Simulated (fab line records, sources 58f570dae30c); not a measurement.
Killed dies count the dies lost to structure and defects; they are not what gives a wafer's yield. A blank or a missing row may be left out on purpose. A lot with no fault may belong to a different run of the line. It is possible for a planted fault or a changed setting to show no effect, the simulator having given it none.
Which of the tools did it? + flow berkeley_cmos170 + 15 lots with 45 wafers sampled at 4 steps, on a route of 331 steps

== WHAT EACH GAUGE READ, for each wafer ==
UCB170_NSD_TW_MEAS_10. Usual: for NSD_TW the level is 4211 and the standard deviation is 28.
| lot  | measured     | on            | NSD_TW         | flag |
|------|--------------|---------------|----------------|------|
| L655 | day 6 19:47  | film_metro-03 | 4188 4185 4183 |      |
| L656 | day 6 19:50  | film_metro-04 | 4233 4247 4231 |      |
| L654 | day 6 19:58  | film_metro-02 | 4230 4209 4191 |      |
| L657 | day 7 08:04  | film_metro-02 | 4209 4213 4216 |      |
| L659 | day 8 09:59  | film_metro-03 | 4180 4188 4188 |      |
| L660 | day 8 10:09  | film_metro-04 | 4250 4259 4245 |      |
| L663 | day 8 11:19  | film_metro-04 | 4230 4243 4215 |      |
| L664 | day 8 11:26  | film_metro-03 | 4205 4185 4169 |      |
| L665 | day 8 21:38  | film_metro-02 | 4191 4207 4195 |      |
| L666 | day 8 21:48  | film_metro-04 | 4247 4220 4248 |      |
| L670 | day 10 04:00 | film_metro-03 | 4182 4186 4185 |      |
| L675 | day 10 17:49 | film_metro-02 | 4202 4211 4234 |      |
| L672 | day 10 18:13 | film_metro-02 | 4366 4393 4350 | OFF  |
| L674 | day 10 18:29 | film_metro-02 | 4356 4363 4362 | OFF  |
| L676 | day 11 07:08 | film_metro-04 | 4368 4395 4359 | OFF  |

UCB170_SDANNEAL_RS_MEAS_03: measures by four-point-probe. Usual: for NSD_RS the level is 37.25 ohm/sq and the standard deviation is 0.088.
| lot  | measured     | on            | NSD_RS (ohm/sq)   | flag |
|------|--------------|---------------|-------------------|------|
| L655 | day 6 21:08  | film_metro-04 | 37.13 37.10 37.21 |      |
| L656 | day 6 21:20  | film_metro-03 | 37.33 37.33 37.24 |      |
| L654 | day 6 21:22  | film_metro-02 | 37.19 37.25 37.14 |      |
| L657 | day 7 09:35  | film_metro-03 | 37.08 37.04 37.11 |      |
| L659 | day 8 11:58  | film_metro-02 | 37.29 37.08 37.25 |      |
| L660 | day 8 12:04  | film_metro-04 | 37.30 37.20 37.25 |      |
| L663 | day 8 12:43  | film_metro-03 | 37.21 37.16 37.24 |      |
| L664 | day 8 13:00  | film_metro-04 | 37.23 37.41 37.33 |      |
| L665 | day 8 22:53  | film_metro-03 | 37.11 37.17 37.15 |      |
| L666 | day 8 23:08  | film_metro-02 | 37.16 37.26 37.18 |      |
| L670 | day 10 05:19 | film_metro-02 | 37.12 37.22 37.29 |      |
| L675 | day 10 20:42 | film_metro-04 | 37.36 37.32 37.39 |      |
| L672 | day 10 20:43 | film_metro-03 | 32.23 32.21 32.20 | OFF  |
| L674 | day 10 21:11 | film_metro-04 | 32.24 32.16 32.19 | OFF  |
| L676 | day 11 08:22 | film_metro-02 | 32.23 32.22 32.20 | OFF  |

== WHICH TOOL RAN EACH LOT (tool, then ch and the chambers of the sampled wafers, then the start) ==
| lot  | UCB170_NSD_IMPLANT_08           | UCB170_NSD_STRIP_09                  |
|------|---------------------------------|--------------------------------------|
| L655 | implanter-04 ch 0, day 6 19:33  | plasma_asher-02 ch 0,1, day 6 19:41  |
| L656 | implanter-01 ch 0, day 6 19:36  | plasma_asher-04 ch 0,1, day 6 19:43  |
| L654 | implanter-02 ch 0, day 6 19:43  | plasma_asher-01 ch 0,1, day 6 19:52  |
| L657 | implanter-04 ch 0, day 7 07:49  | plasma_asher-01 ch 0,1, day 7 07:58  |
| L659 | implanter-01 ch 0, day 8 09:44  | plasma_asher-02 ch 0,1, day 8 09:53  |
| L660 | implanter-01 ch 0, day 8 09:55  | plasma_asher-04 ch 0,1, day 8 10:02  |
| L663 | implanter-01 ch 0, day 8 11:07  | plasma_asher-02 ch 0,1, day 8 11:13  |
| L664 | implanter-01 ch 0, day 8 11:11  | plasma_asher-01 ch 0,1, day 8 11:20  |
| L665 | implanter-01 ch 0, day 8 21:24  | plasma_asher-02 ch 0,1, day 8 21:31  |
| L666 | implanter-01 ch 0, day 8 21:36  | plasma_asher-01 ch 0,1, day 8 21:43  |
| L670 | implanter-01 ch 0, day 10 03:45 | plasma_asher-04 ch 0,1, day 10 03:54 |
| L675 | implanter-02 ch 0, day 10 17:34 | plasma_asher-01 ch 0,1, day 10 17:43 |
| L672 | implanter-01 ch 0, day 10 17:59 | plasma_asher-02 ch 0, day 10 18:06   |
| L674 | implanter-01 ch 0, day 10 18:14 | plasma_asher-01 ch 0,1, day 10 18:23 |
| L676 | implanter-01 ch 0, day 11 06:53 | plasma_asher-01 ch 0,1, day 11 07:02 |
- UCB170_NSD_IMPLANT_08
- UCB170_NSD_STRIP_09: strips in O2.

== AS READ BY THE TOOLS THEMSELVES (means over the sampled wafers that have a number; for cases with no such wafer, the mark the record gives instead) ==
UCB170_NSD_IMPLANT_08. Usual: beam_on_s 10.00 s, standard deviation 0.19; dose_ions_cm2 3e+15, standard deviation 2.8e+12; faraday_current_uA 9256, standard deviation 180.
| lot  | tool         | beam_on_s (s) | dose_ions_cm2 | faraday_current_uA | flag |
|------|--------------|---------------|---------------|--------------------|------|
| L655 | implanter-04 | 10.02         | 3e+15         | 9259               |      |
| L656 | implanter-01 | 9.92          | 3e+15         | 9334               |      |
| L654 | implanter-02 | 9.99          | 3e+15         | 9265               |      |
| L657 | implanter-04 | 9.92          | 3e+15         | 9322               |      |
| L659 | implanter-01 | 10.05         | 3e+15         | 9242               |      |
| L660 | implanter-01 | 9.90          | 3e+15         | 9344               |      |
| L663 | implanter-01 | 9.95          | 3e+15         | 9282               |      |
| L664 | implanter-01 | 10.10         | 3e+15         | 9154               |      |
| L665 | implanter-01 | 9.90          | 3e+15         | 9337               |      |
| L666 | implanter-01 | 9.95          | 3e+15         | 9296               |      |
| L670 | implanter-01 | 10.05         | 3e+15         | 9209               |      |
| L675 | implanter-02 | 9.85          | 3e+15         | 9396               |      |
| L672 | implanter-01 | 13.02         | 4e+15         | 10516              | OFF  |
| L674 | implanter-01 | 13.32         | 4e+15         | 10276              | OFF  |
| L676 | implanter-01 | 13.22         | 4e+15         | 10368              | OFF  |

UCB170_NSD_STRIP_09. Usual: drypump_motor_current_A 6.10 A, standard deviation 0.28; oes_product_au 0.533 a.u., standard deviation 0.0042; strip_time_to_endpoint_s 35.84 s, standard deviation 0.073.
| lot  | tool            | drypump_motor_current_A (A) | oes_product_au (a.u.) | strip_time_to_endpoint_s (s) | flag |
|------|-----------------|-----------------------------|-----------------------|------------------------------|------|
| L655 | plasma_asher-02 | 6.33                        | 0.531                 | 35.86                        |      |
| L656 | plasma_asher-04 | 5.87                        | 0.532                 | 35.86                        |      |
| L654 | plasma_asher-01 | 6.07                        | 0.535                 | 35.93                        |      |
| L657 | plasma_asher-01 | 6.09                        | 0.535                 | 35.83                        |      |
| L659 | plasma_asher-02 | 6.35                        | 0.529                 | 35.89                        |      |
| L660 | plasma_asher-04 | 5.87                        | 0.533                 | 35.81                        |      |
| L663 | plasma_asher-02 | 6.09                        | 0.528                 | 35.81                        |      |
| L664 | plasma_asher-01 | 6.05                        | 0.534                 | 35.75                        |      |
| L665 | plasma_asher-02 | 6.11                        | 0.531                 | 35.78                        |      |
| L666 | plasma_asher-01 | 6.19                        | 0.536                 | 35.92                        |      |
| L670 | plasma_asher-04 | 6.04                        | 0.534                 | 35.89                        |      |
| L675 | plasma_asher-01 | 6.06                        | 0.532                 | 35.72                        |      |
| L672 | plasma_asher-02 | 5.88                        | 0.503                 | 39.65                        | OFF  |
| L674 | plasma_asher-01 | 6.08                        | 0.504                 | 39.64                        | OFF  |
| L676 | plasma_asher-01 | 6.17                        | 0.502                 | 39.79                        | OFF  |

== THE ANSWER, worked out from the rows above alone ==
Rule: a lot counts as off when the mean over its wafers that have a number is more than 3 standard deviations away from the usual mean. Also off: a lot with no number at a reading for which 4 or more lots have one. All remaining lots with rows at the step are treated as sound. After the gauges, taken in route order, come the tools' own readings; for these a lot's mean is taken, as printed above. At the first step where some lot is off, the reading lying furthest off is the one used; lots without a number count as furthest.
Off: at UCB170_NSD_TW_MEAS_10 (NSD_TW), L672, L674, L676.
If a tool, at a process step before that reading, ran all the lots that are off and no sound lot after the first of them, it fits. The gauges at UCB170_NSD_TW_MEAS_10 aren't tried: what is off there is off at UCB170_NSD_IMPLANT_08 too, on other tools, and a gauge's error can't cause that. One fits: implanter-01 at UCB170_NSD_IMPLANT_08. A fault onset in the window from L670 (day 10 03:45, its last sound lot) to L672 (day 10 17:59, its first lot off) fits.
The tool's own readings at UCB170_NSD_IMPLANT_08 bear it out: on the lots that are off they differ by more than 5 times the standard deviation of the sound lots' means. beam_on_s reads 13.19 s there against 9.97 s on the sound lots; dose_ions_cm2 reads 4e+15 there against 3e+15 on the sound lots; faraday_current_uA reads 10387 there against 9287 on the sound lots.

== WHAT WAS PUT IN BY THE SIMULATOR ==
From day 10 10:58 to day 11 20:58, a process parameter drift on implanter-01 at UCB170_NSD_IMPLANT_08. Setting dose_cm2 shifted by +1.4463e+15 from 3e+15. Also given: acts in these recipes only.
Shown lots that were struck: L672, L674, L676. The rule above reached the same finding.
